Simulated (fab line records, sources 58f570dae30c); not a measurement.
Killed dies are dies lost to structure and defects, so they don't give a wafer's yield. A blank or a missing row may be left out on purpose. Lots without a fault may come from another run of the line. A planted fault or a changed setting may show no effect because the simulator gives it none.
Which tool did it? | flow berkeley_cmos170 | 14 lots, 42 wafers sampled, at 7 steps of a route of 331

WHAT THE GAUGES READ, wafer by wafer
UCB170_NWELL_OVL_MEAS_12. Usual: NWELL_OVL 6 nm, standard deviation 4.9.
lot  | measured    | on         | NWELL_OVL (nm) | flag
L859 | day 2 14:08 | overlay-02 | 4 12 8         |
L862 | day 3 04:40 | overlay-01 | 5 9 3          |
L864 | day 3 12:35 | overlay-02 | 0 2 9          |
L865 | day 3 17:55 | overlay-01 | 3 6 -2         |
L866 | day 3 23:00 | overlay-01 | 1 1 7          |
L867 | day 3 23:11 | overlay-02 | 0 -1 1         |
L869 | day 4 11:37 | overlay-02 | 11 5 7         |
L871 | day 4 17:38 | overlay-02 | 8 12 15        |
L870 | day 4 17:55 | overlay-01 | 5 15 9         |
L872 | day 5 08:23 | overlay-01 | 5 9 6          |
L873 | day 5 11:51 | overlay-01 | 16 5 5         |
L874 | day 5 14:49 | overlay-01 | 0 2 9          |
L880 | day 6 21:14 | overlay-02 | 6 5 9          |
L881 | day 7 02:26 | overlay-02 | 11 3 6         |

UCB170_PWELL_THK_MEAS_03. Usual: PWELL_OXIDE_THK 26.5 nm, standard deviation 0.53.
lot  | measured    | on            | PWELL_OXIDE_THK (nm) | flag
L859 | day 2 23:40 | film_metro-03 | 25.8 25.6 25.3       |
L862 | day 3 12:33 | film_metro-03 | 26.7 26.5 26.2       |
L864 | day 3 22:40 | film_metro-02 | 26.2 26.2 26.1       |
L865 | day 4 04:49 | film_metro-04 | 25.2 25.3 25.7       |
L866 | day 4 15:46 | film_metro-04 | 26.4 25.9 26.2       |
L867 | day 4 15:46 | film_metro-02 | 26.7 26.6 26.9       |
L869 | day 4 23:21 | film_metro-02 | 26.4 26.4 26.3       |
L871 | day 5 03:42 | film_metro-02 | 27.0 26.8 26.9       |
L870 | day 5 03:41 | film_metro-04 | 27.6 27.3 27.5       |
L872 | day 5 19:15 | film_metro-04 | 25.8 26.1 26.0       |
L873 | day 5 19:15 | film_metro-03 | 26.4 27.4 26.9       |
L874 | day 6 02:37 | film_metro-03 | 26.9 27.3 27.4       |
L880 | day 7 08:27 | film_metro-02 | 26.6 26.1 26.6       |
L881 | day 7 13:03 | film_metro-03 | 26.8 26.5 26.5       |

UCB170_FIELD_THK_MEAS_02. Usual: FIELD_OXIDE_THK 555 nm, standard deviation 9.2.
lot  | measured    | on            | FIELD_OXIDE_THK (nm) | flag
L859 | day 5 00:37 | film_metro-04 | 551 553 553          |
L862 | day 5 16:47 | film_metro-03 | 569 573 561          |
L864 | day 5 23:29 | film_metro-02 | 553 562 555          |
L865 | day 6 17:19 | film_metro-03 | 561 562 566          |
L866 | day 6 17:19 | film_metro-02 | 555 549 548          |
L867 | day 6 17:21 | film_metro-04 | 570 556 564          |
L869 | day 7 00:25 | film_metro-03 | 557 554 556          |
L871 | day 7 00:25 | film_metro-02 | 551 546 553          |
L870 | day 7 00:22 | film_metro-03 | 557 557 555          |
L872 | day 7 22:29 | film_metro-04 | 537 529 537          |
L873 | day 7 22:29 | film_metro-03 | 562 553 551          |
L874 | day 8 06:59 | film_metro-02 | 550 553 553          |
L880 | day 9 12:19 | film_metro-02 | 631 627 619          | OFF
L881 | day 9 12:19 | film_metro-03 | 638 634 643          | OFF

UCB170_FIELD_THK_MEAS_90. Usual: FIELD_OXIDE_LEFT_1_THK 438 nm, standard deviation 9.5.
lot  | measured    | on            | FIELD_OXIDE_LEFT_1_THK (nm) | flag
L859 | day 5 10:03 | film_metro-02 | 436 436 437                 |
L862 | day 6 00:41 | film_metro-03 | 453 457 446                 |
L864 | day 6 08:54 | film_metro-02 | 435 443 437                 |
L865 | day 7 01:49 | film_metro-02 | 444 445 449                 |
L866 | day 7 01:52 | film_metro-04 | 437 431 430                 |
L867 | day 7 01:54 | film_metro-02 | 452 438 447                 |
L869 | day 7 09:35 | film_metro-02 | 440 437 439                 |
L871 | day 7 09:37 | film_metro-03 | 434 429 435                 |
L870 | day 7 09:36 | film_metro-04 | 438 439 437                 |
L872 | day 8 07:33 | film_metro-03 | 419 411 418                 |
L873 | day 8 07:33 | film_metro-02 | 444 435 433                 |
L874 | day 8 18:17 | film_metro-02 | 432 435 435                 |
L880 | day 9 22:35 | film_metro-02 | 513 510 502                 | OFF
L881 | day 9 22:35 | film_metro-04 | 521 517 526                 | OFF

UCB170_FIELD_THK_MEAS_91. Usual: FIELD_OXIDE_LEFT_2_THK 350 nm, standard deviation 9.6.
lot  | measured     | on            | FIELD_OXIDE_LEFT_2_THK (nm) | flag
L859 | day 6 03:08  | film_metro-04 | 347 348 349                 |
L862 | day 6 21:28  | film_metro-04 | 366 370 359                 |
L864 | day 7 04:25  | film_metro-02 | 346 355 349                 |
L865 | day 8 00:38  | film_metro-03 | 355 356 361                 |
L866 | day 8 00:35  | film_metro-02 | 348 342 341                 |
L867 | day 8 00:14  | film_metro-03 | 364 350 358                 |
L869 | day 8 06:08  | film_metro-04 | 352 348 350                 |
L871 | day 8 06:25  | film_metro-04 | 346 341 348                 |
L870 | day 8 06:20  | film_metro-02 | 350 350 348                 |
L872 | day 9 05:33  | film_metro-03 | 331 324 331                 |
L873 | day 9 04:43  | film_metro-02 | 355 346 344                 |
L874 | day 9 15:29  | film_metro-04 | 343 346 346                 |
L880 | day 10 19:40 | film_metro-02 | 425 423 413                 | OFF
L881 | day 10 19:45 | film_metro-03 | 432 428 437                 | OFF

WHICH TOOL RAN EACH LOT (tool, then ch and the chambers of the sampled wafers, then the start)
lot  | UCB170_PFIELD_STRIP_08              | UCB170_FIELD_OXIDATION_01
L859 | plasma_asher-03 ch 0,1, day 4 15:34 | furnace-02 ch 0, day 4 21:37
L862 | plasma_asher-01 ch 0,1, day 5 11:47 | furnace-04 ch 0, day 5 13:46
L864 | plasma_asher-03 ch 0,1, day 5 16:41 | furnace-02 ch 0, day 5 20:29
L865 | plasma_asher-01 ch 0,1, day 6 11:11 | furnace-04 ch 0, day 6 14:19
L866 | plasma_asher-01 ch 0,1, day 6 10:49 | furnace-04 ch 0, day 6 14:19
L867 | plasma_asher-03 ch 0,1, day 6 11:29 | furnace-04 ch 0, day 6 14:19
L869 | plasma_asher-02 ch 0,1, day 6 18:50 | furnace-04 ch 0, day 6 21:21
L871 | plasma_asher-03 ch 0,1, day 6 19:13 | furnace-04 ch 0, day 6 21:21
L870 | plasma_asher-01 ch 0,1, day 6 18:31 | furnace-04 ch 0, day 6 21:21
L872 | plasma_asher-02 ch 0,1, day 7 15:20 | furnace-01 ch 0, day 7 19:28
L873 | plasma_asher-03 ch 0,1, day 7 15:04 | furnace-01 ch 0, day 7 19:28
L874 | plasma_asher-03 ch 0,1, day 7 23:05 | furnace-02 ch 0, day 8 03:59
L880 | plasma_asher-03 ch 0, day 9 05:28   | furnace-04 ch 0, day 9 09:19
L881 | plasma_asher-01 ch 0,1, day 9 05:52 | furnace-04 ch 0, day 9 09:19
- UCB170_PFIELD_STRIP_08: strips in O2.
- UCB170_FIELD_OXIDATION_01: target thk 558.3 nm, ox time 7200 s.

WHAT THE TOOLS THEMSELVES READ (means of the sampled wafers that have a number; where no wafer has one, the mark that the record gives instead)
UCB170_PFIELD_STRIP_08. Usual: drypump_motor_current_A 5.7 A, standard deviation 0.6; oes_product_au 0.735 a.u., standard deviation 0.0046; strip_time_to_endpoint_s 21.64 s, standard deviation 0.059.
lot  | tool            | drypump_motor_current_A (A) | oes_product_au (a.u.) | strip_time_to_endpoint_s (s) | flag
L859 | plasma_asher-03 | 5.7                         | 0.735                 | 21.62                        |
L862 | plasma_asher-01 | 5.6                         | 0.732                 | 21.59                        |
L864 | plasma_asher-03 | 5.6                         | 0.737                 | 21.62                        |
L865 | plasma_asher-01 | 5.5                         | 0.733                 | 21.66                        |
L866 | plasma_asher-01 | 6.0                         | 0.736                 | 21.58                        |
L867 | plasma_asher-03 | 5.7                         | 0.733                 | 21.79                        |
L869 | plasma_asher-02 | 5.9                         | 0.731                 | 21.66                        |
L871 | plasma_asher-03 | 5.7                         | 0.737                 | 21.71                        |
L870 | plasma_asher-01 | 5.5                         | 0.739                 | 21.71                        |
L872 | plasma_asher-02 | 6.0                         | 0.735                 | 21.58                        |
L873 | plasma_asher-03 | 5.3                         | 0.734                 | 21.65                        |
L874 | plasma_asher-03 | 5.7                         | 0.734                 | 21.64                        |
L880 | plasma_asher-03 | 4.9                         | 0.736                 | 21.61                        |
L881 | plasma_asher-01 | 5.6                         | 0.732                 | 21.65                        |

UCB170_FIELD_OXIDATION_01. Usual: spike_tc_centre_C 1002.5 C, standard deviation 1; spike_tc_load_C 1026.2 C, standard deviation 1; spike_tc_source_C 1023.4 C, standard deviation 1.5; tube_center_temp_C 1000 C, standard deviation 0.092; tube_center_temp_C_max 1002.5, standard deviation 0.43.
lot  | tool       | spike_tc_centre_C (C) | spike_tc_load_C (C) | spike_tc_source_C (C) | tube_center_temp_C (C) | tube_center_temp_C_max | flag
L859 | furnace-02 | 1001.8                | 1025.0              | 1022.1                | 1000                   | 1002.5                 |
L862 | furnace-04 | 1001.4                | 1026.4              | 1024.2                | 1000                   | 1002.0                 |
L864 | furnace-02 | 1002.7                | 1025.5              | 1022.6                | 1000                   | 1002.1                 |
L865 | furnace-04 | 1002.2                | 1026.9              | 1023.4                | 1000                   | 1002.7                 |
L866 | furnace-04 | 1002.7                | 1025.2              | 1022.6                | 1000                   | 1002.1                 |
L867 | furnace-04 | 1002.5                | 1026.6              | 1023.1                | 1000                   | 1002.3                 |
L869 | furnace-04 | 1002.8                | 1025.9              | 1023.8                | 1000                   | 1002.7                 |
L871 | furnace-04 | 1002.8                | 1025.9              | 1023.4                | 1000                   | 1002.7                 |
L870 | furnace-04 | 1001.5                | 1027.5              | 1022.8                | 1000                   | 1002.4                 |
L872 | furnace-01 | 1002.2                | 1025.4              | 1025.6                | 1000                   | 1002.8                 |
L873 | furnace-01 | 1001.7                | 1027.1              | 1025.7                | 1000                   | 1002.7                 |
L874 | furnace-02 | 1003.3                | 1025.7              | 1020.8                | 1000                   | 1002.9                 |
L880 | furnace-04 | 1021.8                | 1046.2              | 1044.5                | 1020                   | 1022.3                 | OFF
L881 | furnace-04 | 1021.9                | 1046.3              | 1043.4                | 1020                   | 1022.6                 | OFF

THE ANSWER, worked out from the rows above alone
Rule: a lot is off if the mean of its wafers that have a number lies more than 3 standard deviations from the usual mean. A lot without any number at a reading at which 4 lots or more have one is off too. The other lots that the step has rows for count as sound. The gauges are gone through in route order, then the tools' own readings, and for those a lot's mean is taken as printed above. The first step at which some lot is off is used, and at that step the reading that is off furthest; a lot without a number counts as furthest.
Off: L880, L881, at UCB170_FIELD_THK_MEAS_02 (FIELD_OXIDE_THK).
A tool fits if, at a process step before that reading, it ran every lot that is off, and no sound lot after the first of them. The gauges at UCB170_FIELD_THK_MEAS_02 aren't tried: what is off there is off at UCB170_FIELD_OXIDATION_01 too, on other tools, and a gauge's error can't cause that. One fits: furnace-04 at UCB170_FIELD_OXIDATION_01. Its last sound lot is L869 (day 6 21:21), its first lot that is off L880 (day 9 09:19): a fault that began between those two fits.
The tool's own readings at UCB170_FIELD_OXIDATION_01 bear it out: on the lots that are off they differ by more than 5 times the standard deviation of the sound lots' means. spike_tc_centre_C reads 1021.8 C there against 1002.3 C on the sound lots; spike_tc_load_C reads 1046.2 C there against 1026.1 C on the sound lots; spike_tc_source_C reads 1044.0 C there against 1023.3 C on the sound lots; tube_center_temp_C reads 1020 C there against 1000 C on the sound lots; tube_center_temp_C_max reads 1022.5 there against 1002.5 on the sound lots.

WHAT THE SIMULATOR HAD PUT IN
Process parameter drift: furnace-04, from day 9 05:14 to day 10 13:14, at UCB170_FIELD_OXIDATION_01. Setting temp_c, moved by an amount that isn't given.
Lots struck among those shown: L880, L881. The rule above found the same.
